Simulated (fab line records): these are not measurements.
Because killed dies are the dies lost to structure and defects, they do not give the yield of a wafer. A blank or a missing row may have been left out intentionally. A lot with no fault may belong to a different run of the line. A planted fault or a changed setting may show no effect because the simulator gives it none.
Which tool is to blame? + flow rit cmos + 21 wafers from 7 lots sampled at 2 of the route's 202 steps

WHAT THE GAUGES READ, wafer by wafer
RIT_CONTACT_OVL_MEAS_09.
| lot  | measured    | on         | CONTACT_OVL (nm)                    |
|------|-------------|------------|-------------------------------------|
| L284 | day 3 17:02 | overlay-02 | 5.4 3.4 4.8                         |
| L288 | day 4 10:37 | overlay-01 | 0.6 1.3 -0.3                        |
| L292 | day 5 06:04 | overlay-02 | -0.2 -0.4 -1.0                      |
| L295 | day 5 17:58 | overlay-02 | -1.1 -1.0 -2.5                      |
| L301 | day 7 05:36 | overlay-02 | 350.0 349.8 347.9 348.7 348.6 347.8 |
| L303 | day 8 04:04 | overlay-02 | -3.5 -0.7 0.3                       |
| L306 | day 8 14:14 | overlay-01 | -2.7 1.3 0.7                        |

WHAT TOOL EACH LOT RAN ON (gives the tool, then ch and the chambers of the sampled wafers, and finally the start)
| lot  | RIT_CONTACT_EXPOSE_05              |
|------|------------------------------------|
| L284 | iline stepper-02 ch 0, day 3 16:22 |
| L288 | iline stepper-02 ch 0, day 4 09:59 |
| L292 | iline stepper-02 ch 0, day 5 05:25 |
| L295 | iline stepper-01 ch 0, day 5 17:20 |
| L301 | iline stepper-02 ch 0, day 7 04:58 |
| L303 | iline stepper-01 ch 0, day 8 03:23 |
| L306 | iline stepper-01 ch 0, day 8 13:37 |
- RIT_CONTACT_EXPOSE_05: exposes mask M11, target cd 1000 nm.

THE ANSWER, worked out from the rows above alone
Rule: what is usual is taken from the lots themselves. The widest of any qualifying gaps counts: lots, ordered by their means at a reading, are off when they make up no more than a third of the lots, leave a main group of 4 or more, and stand apart from it by 3 or more times the standard deviation of that group's means. Not used: any main group whose means are identical at the precision the tables above print for the reading. A lot without any number at a reading at which 4 lots or more have one is off too. Any other lot the step has rows for is counted as sound.
Off: L301, at RIT_CONTACT_OVL_MEAS_09 (CONTACT_OVL). The main group has a mean of 0.2 nm with a standard deviation of 2.
If a tool, at a process step before that reading, ran all the lots that are off and no sound lot after the first of them, it fits. Those tools and the gauges at RIT_CONTACT_OVL_MEAS_09 are tried in the same way. One fits: iline stepper-02 at RIT_CONTACT_EXPOSE_05. A fault onset in the window from L292 (day 5 05:25, its last sound lot) to L301 (day 7 04:58, its first lot off) fits.

WHAT HAD BEEN PUT IN BY THE SIMULATOR
Scanner matching overlay: iline stepper-02, from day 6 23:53 on, at RIT_CONTACT_EXPOSE_05. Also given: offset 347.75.
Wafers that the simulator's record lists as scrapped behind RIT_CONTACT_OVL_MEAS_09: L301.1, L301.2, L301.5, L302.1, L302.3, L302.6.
Shown lots that were struck: L301. This agrees with what the rule above found.
